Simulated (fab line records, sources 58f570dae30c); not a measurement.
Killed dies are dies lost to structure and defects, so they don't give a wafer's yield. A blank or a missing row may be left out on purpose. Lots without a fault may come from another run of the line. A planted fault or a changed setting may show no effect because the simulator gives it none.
Chamber matching | flow berkeley_cmos170 | UCB170_CONTACT_ETCH_18 on rie_diel-01: 4 sister chambers
The step etches PSG in CHF3/CF4/Ar, stops on TiSi2, target depth 840 nm, time 195 s. 8 wafers are shown with their chamber, then 7 later ones without.

WAFERS WITH THEIR CHAMBER
wafer  | chamber | drypump_motor_current_A (A) | throttle_valve_pct (%)
L935.1 | 3       | 5.7                         | 6.68
L938.4 | 3       | 5.7                         | 6.68
L938.6 | 0       | 5.9                         | 6.95
L939.1 | 1       | 5.2                         | 6.94
L939.4 | 2       | 4.9                         | 6.96
L939.5 | 0       | 5.8                         | 6.94
L941.1 | 2       | 4.9                         | 6.95
L941.2 | 1       | 5.2                         | 6.95

WAFERS WITHOUT THEIR CHAMBER
wafer  | drypump_motor_current_A (A) | throttle_valve_pct (%)
L941.5 | 5.7                         | 6.67
L942.2 | 5.8                         | 6.95
L942.4 | 4.9                         | 6.95
L942.5 | 5.8                         | 6.95
L943.1 | 4.9                         | 6.96
L943.5 | 5.8                         | 6.96
L943.6 | 5.7                         | 6.69

WHICH CHAMBER EACH WENT THROUGH
wafer  | from the rows above | in truth
L941.5 | 3                   | 3
L942.2 | 0                   | 0
L942.4 | 2                   | 2
L942.5 | 0                   | 0
L943.1 | 2                   | 2
L943.5 | 0                   | 0
L943.6 | 3                   | 3
Placed correctly: 7 of 7. Can't be placed from these rows: 0. Placed wrongly: 0.
How it was worked out, from the rows above alone: a wafer's distance from a chamber is the root of the sum, over the readings, of the square of ((its reading less the chamber's mean) divided by the reading's scatter). The wafer belongs to the nearest chamber; if the next one is less than 2 further off, it can't be placed. A chamber's mean is the mean of its shown wafers. The scatter: the root of (the sum of the squares of (reading less its chamber's mean) over the shown wafers, divided by (wafers less chambers)).
